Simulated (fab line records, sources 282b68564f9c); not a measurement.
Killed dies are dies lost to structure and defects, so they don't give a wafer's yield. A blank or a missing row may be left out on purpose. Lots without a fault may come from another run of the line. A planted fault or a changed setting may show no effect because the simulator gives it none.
A struck lot beside a sound one | flow rit_cmos | 18 steps out of a route of 202
Sound: wafers L275.3, L275.4, L275.6. Struck: wafers L279.3, L279.5, L279.6. The cause comes at the end.
At each step with rows: each side's tool, then ch and its chambers, then its first start. Under that, the readings that differ: sound wafers | struck wafers | difference of the means | sigmas: that difference in standard deviations of wafers without a fault.
alike: readings whose means differ by less than 2 such deviations, and words and numbers that are the same on both sides. not compared: withheld readings, readings that some wafer has no value for, bounds like >300 that may hide the same value, and numbers for which the record gives no deviation and whose values overlap.
The two part at a step that has a row with sigmas, a row that says differs or no value, or rows on one side only. Numbers that don't overlap but have no deviation are shown without sigmas and don't part them. A reading that every wafer of one side lacks parts them only if that side has two wafers or more.

first, 2 steps without rows for these wafers: RIT_PWELL_PEB_04; RIT_PWELL_DEVELOP_05 (develop time 68 s).
RIT_PWELL_OVL_MEAS_06:
  sound on overlay-02, day 2 07:56; struck on overlay-02, day 3 05:22
  alike: PWELL_OVL
then, 2 steps without rows for these wafers: RIT_PWELL_HARDBAKE_07 (time 120 s); RIT_PWELL_IMPLANT_08.
RIT_PWELL_STRIP_09: strips in O2, time 180 s.
  sound on plasma_asher-02 ch 0,1, day 2 08:25; struck on plasma_asher-02 ch 0,1, day 3 05:51
  alike: drypump_motor_current_A
  not compared: rf_hours_counter_h
RIT_PWELL_TW_MEAS_10:
  sound on film_metro-01, day 2 08:34; struck on film_metro-04, day 3 05:59
  alike: PWELL_TW
then, 1 step without rows for these wafers: RIT_WELLDRIVE_ANNEAL_00 (time 14700 s).
RIT_WELLDRIVE_RS_MEAS_01: measures by four-point-probe.
  sound on film_metro-01, day 2 13:43; struck on film_metro-01, day 3 11:09
  alike: NWELL_RS
RIT_WELLDRIVE_RS_MEAS_02: measures by four-point-probe.
  sound on film_metro-01, day 2 13:50; struck on film_metro-01, day 3 11:16
  alike: PWELL_RS
then, 2 steps without rows for these wafers: RIT_NRETRO_HMDS_00 (prime time 60 s); RIT_NRETRO_COAT_01 (resist thk 1300 nm).
RIT_NRETRO_SOFTBAKE_02: time 60 s.
  sound on litho_track-02 ch 0, day 2 14:16; struck on litho_track-03 ch 0, day 3 11:42
  reading                  | sound             | struck            | difference | sigmas
  heater_power_total_W (W) | 34.53 34.53 34.57 | 32.61 32.58 32.49 | -1.98      | -37
  plate_temp_C (C)         | 90.08 89.85 90.00 | 86.05 85.91 86.01 | -3.99      | -28
  alike: exhaust_pa
then, 2 steps without rows for these wafers: RIT_NRETRO_EXPOSE_03 (exposes mask M4, target cd 43900 nm); RIT_NRETRO_PEB_04.
RIT_NRETRO_DEVELOP_05: develop time 68 s.
  sound on litho_track-02 ch 0; struck on litho_track-02 ch 0
  reading                                     | sound          | struck         | difference | sigmas
  model.NOVOLAK_of_NRETRO_COAT_01.thk_nm (nm) | 1291 1288 1293 | 1316 1313 1314 | +24        |
  alike: exhaust_pa
RIT_NRETRO_OVL_MEAS_06:
  sound on overlay-02, day 2 14:49; struck on overlay-01, day 3 12:22
  reading         | sound       | struck         | difference | sigmas
  NRETRO_OVL (nm) | 0.7 0.1 1.2 | -2.7 -2.6 -1.8 | -3.0       | -2
then, 1 step without rows for these wafers: RIT_M1_PROBE_99.

WHERE THEY PART
First at RIT_NRETRO_SOFTBAKE_02; last, within this record, at RIT_NRETRO_OVL_MEAS_06.

WHY: what the simulator had put in
Process parameter drift: litho_track-03, from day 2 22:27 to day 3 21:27, at RIT_NRETRO_SOFTBAKE_02. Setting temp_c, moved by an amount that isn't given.
